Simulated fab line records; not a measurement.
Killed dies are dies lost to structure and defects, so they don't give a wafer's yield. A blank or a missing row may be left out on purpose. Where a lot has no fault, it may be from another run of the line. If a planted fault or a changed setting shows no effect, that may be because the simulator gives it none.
Which of the tools did it? :: flow rit_cmos :: 42 wafers from 14 lots sampled at 2 of the route's 202 steps

== WHAT THE GAUGES READ, wafer by wafer ==
RIT_CONTACT_THK_MEAS_01. Usual: CONTACT_TEOS_THK gives 398 nm (standard deviation 5.2).
lot: L861
measured: day 3 05:28
on: film_metro-03
CONTACT_TEOS_THK (nm): 392 406 402
flag: 

lot: L862
measured: day 3 12:26
on: film_metro-04
CONTACT_TEOS_THK (nm): 392 390 400
flag: 

lot: L863
measured: day 3 18:06
on: film_metro-03
CONTACT_TEOS_THK (nm): 393 395 397
flag: 

lot: L864
measured: day 3 20:24
on: film_metro-04
CONTACT_TEOS_THK (nm): 407 408 415
flag: 

lot: L865
measured: day 4 01:04
on: film_metro-04
CONTACT_TEOS_THK (nm): 399 396 409
flag: 

lot: L868
measured: day 4 22:25
on: film_metro-04
CONTACT_TEOS_THK (nm): 396 392 396
flag: 

lot: L869
measured: day 5 04:19
on: film_metro-01
CONTACT_TEOS_THK (nm): 396 402 401
flag: 

lot: L870
measured: day 5 08:52
on: film_metro-01
CONTACT_TEOS_THK (nm): 790 802 813
flag: OFF

lot: L871
measured: day 5 08:48
on: film_metro-01
CONTACT_TEOS_THK (nm): 392 402 400
flag: 

lot: L873
measured: day 6 11:35
on: film_metro-04
CONTACT_TEOS_THK (nm): 400 396 406
flag: 

lot: L874
measured: day 6 20:20
on: film_metro-01
CONTACT_TEOS_THK (nm): 789 795 799
flag: OFF

lot: L882
measured: day 7 23:21
on: film_metro-04
CONTACT_TEOS_THK (nm): 389 407 401
flag: 

lot: L884
measured: day 8 03:05
on: film_metro-04
CONTACT_TEOS_THK (nm): 393 400 399
flag: 

lot: L883
measured: day 8 05:08
on: film_metro-01
CONTACT_TEOS_THK (nm): 400 407 402
flag: 

== EACH LOT AND THE TOOL THAT RAN IT (in order: tool; ch and the chambers of the sampled wafers; start) ==
lot: L861
RIT_CONTACT_CVD_00: pecvd-03 ch 0,1,2, day 3 05:25

lot: L862
RIT_CONTACT_CVD_00: pecvd-01 ch 0,1,2, day 3 12:23

lot: L863
RIT_CONTACT_CVD_00: pecvd-04 ch 0,2, day 3 18:01

lot: L864
RIT_CONTACT_CVD_00: pecvd-03 ch 0,1,2, day 3 20:21

lot: L865
RIT_CONTACT_CVD_00: pecvd-01 ch 0,1,2, day 4 01:01

lot: L868
RIT_CONTACT_CVD_00: pecvd-04 ch 1,2, day 4 22:22

lot: L869
RIT_CONTACT_CVD_00: pecvd-01 ch 1,2, day 5 04:16

lot: L870
RIT_CONTACT_CVD_00: pecvd-03 ch 0,1, day 5 08:31

lot: L871
RIT_CONTACT_CVD_00: pecvd-04 ch 1,2, day 5 08:43

lot: L873
RIT_CONTACT_CVD_00: pecvd-03 ch 0,1, day 6 11:32

lot: L874
RIT_CONTACT_CVD_00: pecvd-04 ch 1,2, day 6 20:01

lot: L882
RIT_CONTACT_CVD_00: pecvd-03 ch 0,1, day 7 23:17

lot: L884
RIT_CONTACT_CVD_00: pecvd-04 ch 1,2, day 8 03:02

lot: L883
RIT_CONTACT_CVD_00: pecvd-01 ch 0,1,2, day 8 05:05
- RIT_CONTACT_CVD_00: deposits SiO2 from TEOS, target thk 400 nm, time 61 s.

== AS READ BY THE TOOLS THEMSELVES (means over the sampled wafers that have a number; for cases with no such wafer, the mark the record gives instead) ==
RIT_CONTACT_CVD_00. Usual: heater_power_w 337 W, standard deviation 42.
lot: L861
tool: pecvd-03
heater_power_w (W): 341
flag: 

lot: L862
tool: pecvd-01
heater_power_w (W): 365
flag: 

lot: L863
tool: pecvd-04
heater_power_w (W): 343
flag: 

lot: L864
tool: pecvd-03
heater_power_w (W): 381
flag: 

lot: L865
tool: pecvd-01
heater_power_w (W): 329
flag: 

lot: L868
tool: pecvd-04
heater_power_w (W): 341
flag: 

lot: L869
tool: pecvd-01
heater_power_w (W): 342
flag: 

lot: L870
tool: pecvd-03
heater_power_w (W): 354
flag: 

lot: L871
tool: pecvd-04
heater_power_w (W): 325
flag: 

lot: L873
tool: pecvd-03
heater_power_w (W): 351
flag: 

lot: L874
tool: pecvd-04
heater_power_w (W): 346
flag: 

lot: L882
tool: pecvd-03
heater_power_w (W): 342
flag: 

lot: L884
tool: pecvd-04
heater_power_w (W): 360
flag: 

lot: L883
tool: pecvd-01
heater_power_w (W): 334
flag: 

== THE ANSWER, worked out from the rows above alone ==
Rule: a lot is off if the mean of its wafers that have a number lies more than 3 standard deviations from the usual mean. Also off: a lot with no number at a reading for which 4 or more lots have one. The other lots that the step has rows for count as sound. The gauges are gone through in route order, then the tools' own readings, and for those a lot's mean is taken as printed above. The first step at which some lot is off is used, and at that step the reading that is off furthest; a lot without a number counts as furthest.
Off: L870, L874, seen at RIT_CONTACT_THK_MEAS_01 (CONTACT_TEOS_THK).
If a tool, at a process step before that reading, ran all the lots that are off and no sound lot after the first of them, it fits. The gauges at RIT_CONTACT_THK_MEAS_01 are tried like those tools. No candidate that was tried fits.

== WHAT THE SIMULATOR PUT IN ==
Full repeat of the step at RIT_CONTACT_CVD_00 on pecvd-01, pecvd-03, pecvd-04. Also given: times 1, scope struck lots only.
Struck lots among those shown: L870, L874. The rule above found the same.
